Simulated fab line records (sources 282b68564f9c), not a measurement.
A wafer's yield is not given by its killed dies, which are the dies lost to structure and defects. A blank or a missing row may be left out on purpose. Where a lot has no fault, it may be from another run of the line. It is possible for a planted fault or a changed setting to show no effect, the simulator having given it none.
Code-filled problem report in 8D (eight disciplines) form | flow rit cmos | the parts of the form that need people (team, actions taken, sign-off) are left out

1. THE ISSUE
Wafers without a fault read 1999.9 rpm, standard deviation 1.3; spin speed rpm at RIT_M1_COAT_04 reads a mean of 1940.0 rpm on 9 wafers belonging to 3 lots. That puts it -46 standard deviations away from the usual mean.
The step: resist thk 1300 nm.
First observed at day 5 20:10: wafer L539.3, on litho track-02. At this step, 21 wafers from 7 lots have a number in the record. The rule behind "out" and "out of limits": a value lying over 4 standard deviations away from the usual mean. The rest of the wafers with a number are treated as sound.

2. WHAT IT IS AND WHAT IT IS NOT
question                    | is                     | is not
which readings at this step | spin speed rpm         | -
which lots                  | L539, L540, L543       | L528, L534, L547, L550
which wafers of those lots  | all that have a number | -
read on which tools         | litho track-02         | litho track-01, litho track-03
when                        | from day 5 20:10       | up to then (6 sound wafers); but 6 sound wafers of L547, L550 came after

3. SUSPECTS, AND WHAT RULES EACH OUT
Counting: any tool at a process step up to the reading is kept as a suspect provided that every lot that is out went through it and no sound lot did after the first of them.
- plasma asher-01 at RIT_CONTACT_STRIP_12 (strips in O2, time 180 s): kept. It ran every lot that is out, first L539 (day 5 18:52), and no sound lot after that; its last sound lot up to then is L528 (day 3 15:27).
- litho track-02 at RIT_M1_COAT_04 (resist thk 1300 nm): kept. It ran every lot that is out, first L539 (day 5 20:10), and no sound lot after that; its last sound lot up to then is L528 (day 3 16:44). Its own spin speed rpm readings are out on those wafers.
Left after counting: plasma asher-01 at RIT_CONTACT_STRIP_12, litho track-02 at RIT_M1_COAT_04.

4. THE CAUSE (what the simulator had put in)
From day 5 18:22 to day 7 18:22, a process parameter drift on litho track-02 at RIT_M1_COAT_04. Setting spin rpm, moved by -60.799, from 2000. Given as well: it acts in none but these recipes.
Counting left 2 suspects, and this tool is among them.

5. THE CHAIN OF EFFECTS, in route order
Each row: a reading where the mean over the struck wafers with a number is more than 3 standard deviations away from the usual. Readings are gone through only where the record gives a usual standard deviation; hours: the median, over the lots, of the time from a lot's start at the first step in this table giving one to that lot's start at this step; sigmas: the change measured in usual standard deviations.
hours | step           | reading        | usual      | on struck wafers | change | sigmas
0     | RIT_M1_COAT_04 | spin speed rpm | 1999.9 rpm | 1940.0           | -59.9  | -46
It contains these process steps:
- RIT_M1_COAT_04: resist thk 1300 nm.
Later measuring or inspecting steps at which every struck wafer that the step has a row for has a number for every such reading, and none has moved that far: RIT_M1_CD_MEAS_09, RIT_M1_OVL_MEAS_10.

6. WHAT WOULD HAVE CAUGHT IT SOONER
2 hours passed between the start of the fault at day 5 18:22 and the first reading out of limits in this record, taken at day 5 20:10.
